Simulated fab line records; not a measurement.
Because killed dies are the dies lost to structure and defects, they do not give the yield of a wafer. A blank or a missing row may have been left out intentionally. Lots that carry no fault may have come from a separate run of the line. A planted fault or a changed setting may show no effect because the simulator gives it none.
A lot that was struck, set against a sound lot -- flow rit cmos -- 27 steps out of a route of 202
Sound: the wafers L590.3, L590.5, L590.6. Struck: wafers L605.2, L605.4, L605.5. At the end, the cause is stated.
For every step that has rows: the tool of each side, followed by ch and its chambers, followed by its first start. Under that, the readings that differ: sound wafers -- struck wafers -- difference of the means -- sigmas: that difference in standard deviations of wafers without a fault.
alike: a reading whose means differ by less than 2 such deviations, as well as words and numbers matching on both sides. not compared: withheld readings; readings where some wafer has no value; bounds like >300 that might hide an equal value; numbers whose values overlap and for which the record gives no deviation.
The two part at a step that has a row with sigmas, a row that says differs or no value, or rows on one side only. Non-overlapping numbers with no deviation appear without sigmas and do not part them. A reading that every wafer of one side lacks parts them only if that side has two wafers or more.

RIT_ACTIVE_BOW_MEAS_00:
  struck on film metro-01, day 5 14:01; sound on film metro-02, day 2 11:02
  alike: INCOMING_BOW
then, 1 step without rows for these wafers: RIT_ACTIVE_OXIDATION_01 (target thk 46.8 nm, ox time 3360 s).
RIT_ACTIVE_THK_MEAS_02:
  struck on film metro-01, day 5 16:08; sound on film metro-04, day 2 13:04
  alike: ACTIVE_OXIDE_THK
RIT_ACTIVE_CVD_03: deposits Si3N4 from SiH2Cl2/NH3, target thk 150 nm, time 1500 s.
  sound on lpcvd-02 ch 1, day 2 13:50; struck on lpcvd-01 ch 1, day 5 16:26
reading,sound,struck,difference,sigmas
model.Si3N4_of_ACTIVE_CVD_03.thk nm (nm),149.9 149.6 150.1,104.9 104.4 103.7,-45.5,
  alike: spike tc source C
RIT_ACTIVE_THK_MEAS_04:
  struck on film metro-04, day 5 17:52; sound on film metro-04, day 2 15:58
reading,sound,struck,difference,sigmas
ACTIVE_NITRIDE_THK (nm),149.8 149.6 150.0,104.9 104.5 103.7,-45.4,-30
then, 6 steps without rows for these wafers: RIT_ACTIVE_HMDS_05 (prime time 60 s); RIT_ACTIVE_COAT_06 (resist thk 1000 nm); RIT_ACTIVE_SOFTBAKE_07 (time 60 s); RIT_ACTIVE_EXPOSE_08 (exposes mask M1, target cd 1400 nm); RIT_ACTIVE_PEB_09; RIT_ACTIVE_DEVELOP_10 (develop time 52 s).
RIT_ACTIVE_CD_MEAS_11: target cd 1400 nm.
  struck on cd sem-02, day 5 18:47; sound on cd sem-01, day 2 16:54
  alike: cd nm
then, 1 step without rows for these wafers: RIT_ACTIVE_HARDBAKE_12 (time 60 s).
RIT_ACTIVE_ETCH_13: etches Si3N4 in SF6, stops on SiO2, time 210 s, target depth 210 nm.
  sound on rie diel-01 ch 0,1, day 2 17:08; struck on rie diel-03 ch 0,2,3, day 5 19:02
reading,sound,struck,difference,sigmas
oes product au (a.u.),0.821 0.812 0.837,0.687 0.698 0.662,-0.141,-10
model.etch.depth nm (nm),149.9 149.6 150.1,104.9 104.4 103.7,-45.5,
model.ACTIVE.feature depth nm (nm),150 149.7 150.3,104.9 105.2 107.2,-44.2,
  alike: drypump motor current A, throttle valve pct
  not compared: rf hours counter h
RIT_ACTIVE_STRIP_14: strips in O2, time 180 s.
  sound on plasma asher-04 ch 0,1, day 2 17:20; struck on plasma asher-04 ch 0, day 5 19:10
  alike: drypump motor current A
  not compared: rf hours counter h
RIT_ACTIVE_CD_MEAS_90: target cd 1400 nm.
  struck on cd sem-02, day 5 19:22; sound on cd sem-02, day 2 17:29
  alike: cd nm
then, 4 steps without rows for these wafers: RIT_ACTIVE_CLEAN_15 (cleans in SC1, time 600 s); RIT_ACTIVE_CLEAN_16 (cleans in dHF, time 30 s); RIT_ACTIVE_CLEAN_17 (cleans in SC2, time 600 s); RIT_FOX1_OXIDATION_00 (target thk 350.7 nm, ox time 1130 s).
RIT_FOX1_THK_MEAS_01:
  struck on film metro-01, day 5 22:50; sound on film metro-03, day 2 20:47
  alike: FOX1_OXIDE_THK
then, 2 steps without rows for these wafers: RIT_FOX1_WET_ETCH_02 (etches SiO2 in BOE, target depth 350 nm, time 390 s); RIT_FOX2_OXIDATION_00 (target thk 350.7 nm, ox time 1130 s).
RIT_FOX2_THK_MEAS_01:
  struck on film metro-04, day 6 00:20; sound on film metro-04, day 2 22:31
reading,sound,struck,difference,sigmas
FOX2_OXIDE_THK (nm),358 356 356,344 343 349,-11,-2
RIT_FOX2_CLEAN_02: cleans in dHF, time 180 s.
  sound on wet bench-01 ch 1, day 2 22:34; struck on wet bench-04 ch 1, day 6 00:23
reading,sound,struck,difference,sigmas
model.Si3N4_of_ACTIVE_CVD_03.thk nm (nm),130.7 130.4 130.9,85.68 85.22 84.52,-45.53,
then, 1 step without rows for these wafers: RIT_FOX2_WET_ETCH_03 (etches Si3N4 in H3PO4, target depth 195 nm, time 2762 s).
RIT_M1_PROBE_99:
  struck on prober-02, day 7 14:32; sound on prober-02, day 4 14:58
reading,sound,struck,difference,sigmas
model.etest.pldd.width nm (nm),3160 3175 3166,3127 3115 3110,-50,
model.etest.nldd.width nm (nm),3164 3178 3166,3129 3132 3123,-41,
model.etest.nplus sal.width nm (nm),3448 3441 3447,3418 3430 3383,-35,
model.etest.pplus sal.width nm (nm),3437 3434 3456,3419 3412 3390,-35,
model.etest.nmos narrow.drive ua um,235.4 233.2 235.4,228.1 222.8 222.8,-10.1,
model.etest.pmos narrow.drive ua um,105.7 106.2 106.4,103.3 99.65 97.46,-6.0,
  alike: killed at contacts, killed at front end, killed dies, killed open, killed short

== WHERE THEY PART ==
Last at RIT_FOX2_THK_MEAS_01 as far as this record goes, first at RIT_ACTIVE_THK_MEAS_04. Later steps at which nothing parts them and some readings are alike: RIT_M1_PROBE_99.

WHY: what had been put in by the simulator
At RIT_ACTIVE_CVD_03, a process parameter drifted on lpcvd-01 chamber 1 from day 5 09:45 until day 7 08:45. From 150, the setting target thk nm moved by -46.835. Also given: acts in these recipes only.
